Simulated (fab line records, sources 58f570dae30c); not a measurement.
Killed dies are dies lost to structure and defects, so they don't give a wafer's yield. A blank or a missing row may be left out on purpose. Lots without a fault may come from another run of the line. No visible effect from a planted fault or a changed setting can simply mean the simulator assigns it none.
2 desks looking at one fault    flow berkeleyCmos170    only its own numbers are on each desk; what lay behind them is given at the end

== FOR THE TOOL OWNER'S DESK: lithoTrack-02 ==
The tool's own readings at UCB170_PSD_PEB_04: means of the sampled wafers that have a number, for each lot that ran on this tool. Marked OUT: a lot whose mean sits more than 4 standard deviations from the usual mean, which makes it out of limits; the brackets give that distance.
Columns: A = heaterPowerTotalW at UCB170_PSD_PEB_04, usual 56.81 W; B = plateTempC at UCB170_PSD_PEB_04, usual 130.00 C
lot   first seen here  A                B
L425  day 7 06:11      56.84            129.90
L428  day 8 11:12      56.86            129.94
L429  day 9 03:52      56.82            129.90
L432  day 9 04:26      56.79            130.15
L430  day 9 04:56      57.63 (+19) OUT  131.29 (+9.2) OUT
L435  day 10 03:28     57.55 (+18) OUT  131.35 (+9.7) OUT
L448  day 12 08:04     56.80            130.17
This desk finds L430, L435 out of limits, L430 being first, at day 9 04:56 (heaterPowerTotalW at UCB170_PSD_PEB_04). L425, L428, L429, L432, L448: within limits.

== FROM THE METROLOGY DESK ==
What the gauges read, lot by lot, whatever tool the lot ran on: means of the sampled wafers that have a number. Marked OUT: a lot whose mean sits more than 4 standard deviations from the usual mean, which makes it out of limits; the brackets give that distance.
Columns: A = NLDD_OVL at UCB170_NLDD_OVL_MEAS_07, usual -1 nm; B = SPACER_TEOS_THK at UCB170_SPACER_THK_MEAS_01, usual 376 nm; C = cdNm at UCB170_PSD_CD_MEAS_06, usual 1199.7 nm
lot   first seen here  A   B    C
L425  day 7 02:45      -3  365  1198.4
L426  day 7 23:48      -2  372  1201.8
L428  day 8 00:06      -3  377  1198.0
L427  day 8 00:13      15  376  1199.2
L429  day 8 19:35      -4  377  1199.3
L432  day 8 20:09      -3  381  1199.7
L430  day 8 20:29      10  373  1208.4 (+7.3) OUT
L433  day 9 13:18      -3  373  1197.0
L435  day 9 20:50      -4  379  1208.1 (+7.0) OUT
L436  day 9 21:13      -2  373  1200.3
L445  day 11 19:17     -0  382  1199.8
L443  day 11 19:19     -5  374  1200.7
L446  day 11 20:01     -4  371  1200.0
L448  day 11 20:34     -6  374  1198.7
This desk finds L430, L435 out of limits, L430 being first, at day 9 05:14 (cdNm at UCB170_PSD_CD_MEAS_06). L425, L426, L428, L427, L429, L432, L433, L436, L445, L443, L446, L448: within limits.

== ALL TOGETHER ==
An alarm could have come from the tool owner's desk at day 9 04:56, on L430, L435.
The metrology desk could have raised an alarm at day 9 05:14, on L430, L435.
The lots listed all ran UCB170_PSD_PEB_04 on lithoTrack-02.

== WHAT HAD BEEN PUT IN BY THE SIMULATOR ==
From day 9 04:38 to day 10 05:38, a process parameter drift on lithoTrack-02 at UCB170_PSD_PEB_04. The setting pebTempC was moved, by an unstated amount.
Shown lots that were struck: L430, L435.
Time in hours from fault onset to the first out-of-limits reading at each desk: tool owner's desk 0, metrology desk 1.
